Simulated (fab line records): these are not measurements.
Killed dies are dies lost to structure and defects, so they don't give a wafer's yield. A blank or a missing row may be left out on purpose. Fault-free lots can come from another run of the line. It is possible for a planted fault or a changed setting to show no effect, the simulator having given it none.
8D (eight disciplines) problem report, filled in by code + flow berkeley_cmos170 + the parts of the form that need people (team, actions taken, sign-off) are left out

== 1. WHAT IS WRONG ==
SILICIDE_TI_RS at UCB170_SILICIDE_RS_MEAS_02 reads a mean of 35.4 ohm/sq on 1 wafer of 1 lot; wafers without a fault read 26.2 ohm/sq with a standard deviation of 0.34. That is +27 standard deviations from the usual mean.
The step: measures by four-point-probe.
First seen on wafer L553.1, day 10 20:11, on film_metro-02. Wafers with a number at this step in the record: 27, from 9 lots. The rule behind "out" and "out of limits": a value lying over 4 standard deviations away from the usual mean. The other wafers with a number count as sound.

== 2. WHAT IT IS, WHAT IT ISN'T ==
| question                    | is                | is not                                                                                       |
|-----------------------------|-------------------|----------------------------------------------------------------------------------------------|
| which readings at this step | SILICIDE_TI_RS    | -                                                                                            |
| which lots                  | L553              | L542, L543, L544, L558, L559, L561, L562, L563                                               |
| which wafers of those lots  | L553.1            | L553.3, L553.5                                                                               |
| read on which gauges        | film_metro-02     | film_metro-01, film_metro-03                                                                 |
| when                        | from day 10 20:11 | up to then (11 sound wafers); but 15 sound wafers of L558, L559, L561, L562, L563 came after |

== 3. WHAT RULES OUT EACH SUSPECT ==
Counting: any tool at a process step up to the reading remains a suspect provided it ran every lot that is out. Sound lots after the first of them don't rule it out here, since some wafers of a struck lot are sound.
- the gauge at UCB170_SILICIDE_RS_MEAS_02: kept. All the wafers that are out were read on film_metro-02, and no step on other tools shows them out.
- pvd_sputter-02 at UCB170_SILICIDE_SPUTTER_01 (material Ti, target thk 30 nm, time 25 s): kept. It processed L553, the lot that is out, at day 10 20:10, and its most recent sound lot before then was L544 at day 8 20:18.
Left after counting: pvd_sputter-02 at UCB170_SILICIDE_SPUTTER_01, film_metro-02 at UCB170_SILICIDE_RS_MEAS_02.

== 4. THE CAUSE (what the simulator had put in) ==
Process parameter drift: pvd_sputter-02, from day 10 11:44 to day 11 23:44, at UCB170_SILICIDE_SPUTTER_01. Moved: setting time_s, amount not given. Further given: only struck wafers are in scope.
This tool is one of the 2 suspects left after counting.

== 5. THE EFFECT CHAIN, in route order ==
Rows list readings where the struck wafers' mean (over those with a number) sits beyond 3 standard deviations from the usual. Scope: only readings with a usual standard deviation given in the record; hours: median across lots of the time from each lot's start at the first step in this table that gives one to its start at this step; sigmas: change in usual standard deviations.
| hours | step                        | reading         | usual       | on struck wafers | change | sigmas |
|-------|-----------------------------|-----------------|-------------|------------------|--------|--------|
| 0     | UCB170_SILICIDE_RS_MEAS_02  | SILICIDE_TI_RS  | 26.2 ohm/sq | 35.4             | +9.2   | +27    |
| 0     | UCB170_SILICIDE_THK_MEAS_03 | SILICIDE_TI_THK | 30.0 nm     | 23.2             | -6.8   | -18    |

== 6. WHAT WOULD HAVE CAUGHT IT SOONER ==
The first out-of-limits reading at a measuring or inspecting step in this record came at day 10 20:11, 8 hours after the fault's start at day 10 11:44.
Of the tool readings at UCB170_SILICIDE_SPUTTER_01 for which the record gives a usual standard deviation, none was out on any struck wafer, so an alarm limit of 4 standard deviations on them would not have fired.
Each of the lots that are out, 1 in all, had begun UCB170_SILICIDE_SPUTTER_01 on pvd_sputter-02 no later than day 10 20:11. None of them would have been spared by holding the tool at that moment.
